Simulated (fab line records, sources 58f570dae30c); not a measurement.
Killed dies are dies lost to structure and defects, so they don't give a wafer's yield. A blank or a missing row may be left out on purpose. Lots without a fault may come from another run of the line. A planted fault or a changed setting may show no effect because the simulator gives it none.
Chamber matching | flow berkeley_cmos170 | UCB170_GATE_ETCH_14 on rie_diel-02: 4 sister chambers
The step etches BARC in N2/H2. 8 wafers are shown with their chamber, then 7 later ones without.

WAFERS WITH THEIR CHAMBER
wafer  | chamber | drypump_motor_current_A (A) | throttle_valve_pct (%)
L635.2 | 2       | 5.9                         | 13.21
L637.1 | 2       | 5.9                         | 13.20
L649.2 | 1       | 5.4                         | 12.97
L649.5 | 0       | 5.4                         | 13.46
L653.2 | 1       | 5.3                         | 12.99
L653.5 | 3       | 4.8                         | 13.45
L655.1 | 0       | 5.4                         | 13.48
L655.2 | 3       | 4.8                         | 13.46

WAFERS WITHOUT THEIR CHAMBER
wafer  | drypump_motor_current_A (A) | throttle_valve_pct (%)
L655.4 | 5.3                         | 13.00
L652.2 | 5.4                         | 12.98
L652.4 | 5.9                         | 13.22
L652.6 | 5.9                         | 13.20
L656.2 | 5.4                         | 12.99
L656.5 | 4.8                         | 13.50
L656.6 | 5.9                         | 13.18

WHICH CHAMBER EACH WENT THROUGH
wafer  | from the rows above | in truth
L655.4 | 1                   | 1
L652.2 | 1                   | 1
L652.4 | 2                   | 2
L652.6 | 2                   | 2
L656.2 | 1                   | 1
L656.5 | 3                   | 3
L656.6 | 2                   | 2
Placed correctly: 7 of 7. Can't be placed from these rows: 0. Placed wrongly: 0.
How it was worked out, from the rows above alone: a wafer's distance from a chamber is the root of the sum, over the readings, of the square of ((its reading less the chamber's mean) divided by the reading's scatter). The wafer belongs to the nearest chamber; if the next one is less than 2 further off, it can't be placed. A chamber's mean is the mean of its shown wafers. The scatter: the root of (the sum of the squares of (reading less its chamber's mean) over the shown wafers, divided by (wafers less chambers)).
